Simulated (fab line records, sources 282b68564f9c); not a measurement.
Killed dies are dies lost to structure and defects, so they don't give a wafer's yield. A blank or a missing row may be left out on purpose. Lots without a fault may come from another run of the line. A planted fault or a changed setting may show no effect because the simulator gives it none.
Which tool did it? | flow rit_cmos | 7 lots, 21 wafers sampled, at 4 steps of a route of 202

WHAT THE GAUGES READ, wafer by wafer
RIT_PSD_TW_MEAS_10.
lot  | measured    | on            | PSD_TW
L410 | day 3 12:21 | film_metro-01 | 3442 3425 3426
L412 | day 3 21:40 | film_metro-04 | 3406 3383 3394
L416 | day 4 17:26 | film_metro-02 | 3430 3411 3409
L419 | day 5 09:52 | film_metro-01 | 3428 3408 3413
L421 | day 6 01:46 | film_metro-02 | 3422 3427 3396
L425 | day 6 13:54 | film_metro-02 | 3587 3567 3596
L427 | day 7 01:23 | film_metro-01 | 3414 3415 3401

WHICH TOOL RAN EACH LOT (tool, then ch and the chambers of the sampled wafers, then the start)
lot  | RIT_PRETRO_STRIP_09                 | RIT_NSD_STRIP_09                    | RIT_PSD_IMPLANT_08
L410 | plasma_asher-02 ch 0,1, day 2 18:58 | plasma_asher-01 ch 0,1, day 3 10:38 | implanter-02 ch 0, day 3 12:01
L412 | plasma_asher-01 ch 0,1, day 3 04:38 | plasma_asher-04 ch 0,1, day 3 20:04 | implanter-02 ch 0, day 3 21:22
L416 | plasma_asher-04 ch 0,1, day 4 00:15 | plasma_asher-01 ch 0,1, day 4 15:46 | implanter-04 ch 0, day 4 17:08
L419 | plasma_asher-01 ch 0,1, day 4 14:11 | plasma_asher-02 ch 0,1, day 5 08:00 | implanter-04 ch 0, day 5 09:33
L421 | plasma_asher-04 ch 0,1, day 5 03:14 | plasma_asher-01 ch 0,1, day 6 00:02 | implanter-02 ch 0, day 6 01:28
L425 | plasma_asher-01 ch 0,1, day 5 19:59 | plasma_asher-02 ch 0,1, day 6 12:17 | implanter-04 ch 0, day 6 13:35
L427 | plasma_asher-02 ch 0,1, day 6 07:01 | plasma_asher-04 ch 0,1, day 6 23:40 | implanter-02 ch 0, day 7 01:04
- RIT_PRETRO_STRIP_09: strips in O2, time 180 s.
- RIT_NSD_STRIP_09: strips in O2, time 180 s.
- RIT_PSD_IMPLANT_08

THE ANSWER, worked out from the rows above alone
Rule: what is usual is taken from the lots themselves. Put in order of their means at a reading, lots are off if they are a third of the lots or fewer, leave a main group of 4 or more, and stand apart from it by a gap of 3 or more times the standard deviation of the main group's means; of several such gaps the widest counts. A main group whose means are all the same, to the digits that the tables above print for the reading, isn't used. A lot without any number at a reading at which 4 lots or more have one is off too. The other lots that the step has rows for count as sound.
Off: L425, at RIT_PSD_TW_MEAS_10 (PSD_TW). The main group: mean 3414, standard deviation 11.
A tool fits if, at a process step before that reading, it ran every lot that is off, and no sound lot after the first of them. The gauges at RIT_PSD_TW_MEAS_10 are tried like those tools. Can't be told from this: 4 tools fit, plasma_asher-01 at RIT_PRETRO_STRIP_09, plasma_asher-02 at RIT_NSD_STRIP_09, implanter-04 at RIT_PSD_IMPLANT_08, film_metro-02 at RIT_PSD_TW_MEAS_10.

WHAT THE SIMULATOR HAD PUT IN
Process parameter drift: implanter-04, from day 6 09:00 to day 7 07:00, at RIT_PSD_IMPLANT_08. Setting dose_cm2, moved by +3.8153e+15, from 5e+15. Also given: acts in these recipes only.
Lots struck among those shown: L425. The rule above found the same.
